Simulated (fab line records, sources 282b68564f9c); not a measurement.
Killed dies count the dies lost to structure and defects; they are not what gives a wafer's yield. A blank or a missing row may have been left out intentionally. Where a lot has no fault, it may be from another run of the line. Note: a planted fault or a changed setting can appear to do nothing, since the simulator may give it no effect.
A lot that was struck, set against a sound lot ; flow ritCmos ; 29 out of 202 route steps
Sound: the wafers L691.1, L691.4, L691.5. Struck: wafers L695.1, L695.4, L695.5. Last of all comes the cause.
Per side, at each step with rows, come the tool, then ch with its chambers, and then its first start. Under that, the readings that differ: sound wafers ; struck wafers ; difference of the means ; sigmas: that difference in standard deviations of wafers without a fault.
alike: readings with means less than 2 such deviations apart, plus words and numbers identical on both sides. not compared: withheld readings, readings lacking a value on some wafer, bounds such as >300 that could conceal the same value, and numbers that have no deviation in the record and whose values overlap.
The two part at a step that has a row with sigmas, a row that says differs or no value, or rows on one side only. Non-overlapping numbers with no deviation appear without sigmas and do not part them. A reading that every wafer of one side lacks parts them only if that side has two wafers or more.

RIT_FOX2_THK_MEAS_01:
  struck on filmMetro-03, day 5 15:47; sound on filmMetro-04, day 4 18:17
  alike: FOX2_OXIDE_THK
then, 2 steps without rows for these wafers: RIT_FOX2_CLEAN_02 (cleans in dHF, time 180 s); RIT_FOX2_WET_ETCH_03 (etches Si3N4 in H3PO4, target depth 195 nm, time 2801 s).
RIT_FOX2_THK_MEAS_90:
  struck on filmMetro-01, day 5 16:43; sound on filmMetro-01, day 4 19:14
  alike: FIELD_OXIDE_LEFT_1_THK
then, 6 steps without rows for these wafers: RIT_NWELL_HMDS_00 (prime time 60 s); RIT_NWELL_COAT_01 (resist thk 1300 nm); RIT_NWELL_SOFTBAKE_02 (time 60 s); RIT_NWELL_EXPOSE_03 (exposes mask M2, target cd 43900 nm); RIT_NWELL_PEB_04; RIT_NWELL_DEVELOP_05 (develop time 68 s).
RIT_NWELL_OVL_MEAS_06:
  struck on overlay-01, day 5 17:51; sound on overlay-01, day 4 20:11
  alike: NWELL_OVL
then, 1 step without rows for these wafers: RIT_NWELL_HARDBAKE_07 (time 120 s).
RIT_NWELL_IMPLANT_08:
  sound on implanter-01 ch 0, day 4 20:28; struck on implanter-01 ch 0, day 5 18:08
reading;sound;struck;difference;sigmas
doseIonsCm2;4.991e+13 4.993e+13 4.983e+13;5.799e+13 5.801e+13 5.796e+13;+8.097e+12;+99 or more
faradayCurrentUA;156.9 157.6 158.5;178.9 179.8 185.4;+23.7;+8
RIT_NWELL_STRIP_09: strips in O2, time 180 s.
  sound on plasmaAsher-01 ch 1, day 4 20:37; struck on plasmaAsher-01 ch 0,1, day 5 18:17
  alike: chamberPressureMTorr, drypumpMotorCurrentA
  not compared: rfHoursCounterH
RIT_NWELL_TW_MEAS_10:
  struck on filmMetro-02, day 5 18:41; sound on filmMetro-04, day 4 20:48
reading;sound;struck;difference;sigmas
NWELL_TW;2148 2157 2170;2229 2231 2219;+68;+5
  not compared: hold
then, 1 step without rows for these wafers: RIT_PWELL_COAT_01 (resist thk 1300 nm).
RIT_PWELL_SOFTBAKE_02: time 62.36 s.
  sound on lithoTrack-03 ch 0, day 4 21:10; struck on lithoTrack-02 ch 0, day 6 05:13
  alike: plateSensorTCentreC, plateSensorTEdgeC, resistLineTempC
then, 3 steps without rows for these wafers: RIT_PWELL_EXPOSE_03 (exposes mask M3, target cd 43700 nm); RIT_PWELL_PEB_04; RIT_PWELL_DEVELOP_05 (develop time 68 s).
RIT_PWELL_OVL_MEAS_06:
  struck on overlay-01, day 6 05:55; sound on overlay-02, day 4 21:52
  alike: PWELL_OVL
then, 2 steps without rows for these wafers: RIT_PWELL_HARDBAKE_07 (time 120 s); RIT_PWELL_IMPLANT_08.
RIT_PWELL_STRIP_09: strips in O2, time 180 s.
  sound on plasmaAsher-04 ch 0,1, day 4 22:20; struck on plasmaAsher-02 ch 0,1, day 6 06:22
  alike: chamberPressureMTorr, drypumpMotorCurrentA
  not compared: rfHoursCounterH
RIT_PWELL_TW_MEAS_10:
  struck on filmMetro-03, day 6 06:34; sound on filmMetro-02, day 4 22:30
  alike: PWELL_TW
then, 1 step without rows for these wafers: RIT_WELLDRIVE_ANNEAL_00 (time 14700 s).
RIT_WELLDRIVE_RS_MEAS_01: uses a four-point probe to measure.
  struck on filmMetro-04, day 6 13:20; sound on filmMetro-02, day 5 04:02
reading;sound;struck;difference;sigmas
NWELL_RS (ohm/sq);275.9 275.9 274.8;252.6 252.6 252.3;-23.0;-34
  not compared: hold
RIT_WELLDRIVE_RS_MEAS_02: uses a four-point probe to measure.
  struck on filmMetro-04, day 6 15:28; sound on filmMetro-02, day 5 04:09
reading;sound;struck;difference;sigmas
hold;- - -;awaitDispo/1.6h/release awaitDispo/1.6h/release awaitDispo/1.6h/release;no value on the sound wafers;
  alike: PWELL_RS
RIT_M1_PROBE_99:
  struck on prober-02, day 7 23:40; sound on prober-02, day 6 12:58
  alike: killedAtContacts, killedAtFrontEnd, killedDies, killedOpen, killedShort

WHERE THEY PART
Earliest at RIT_NWELL_IMPLANT_08; latest, in this record, at RIT_WELLDRIVE_RS_MEAS_02. Later steps at which nothing parts them and some readings are alike: RIT_M1_PROBE_99.

WHY: what the simulator had put in
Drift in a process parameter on implanter-01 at RIT_NWELL_IMPLANT_08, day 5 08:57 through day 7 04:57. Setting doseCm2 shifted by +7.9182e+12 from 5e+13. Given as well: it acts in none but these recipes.
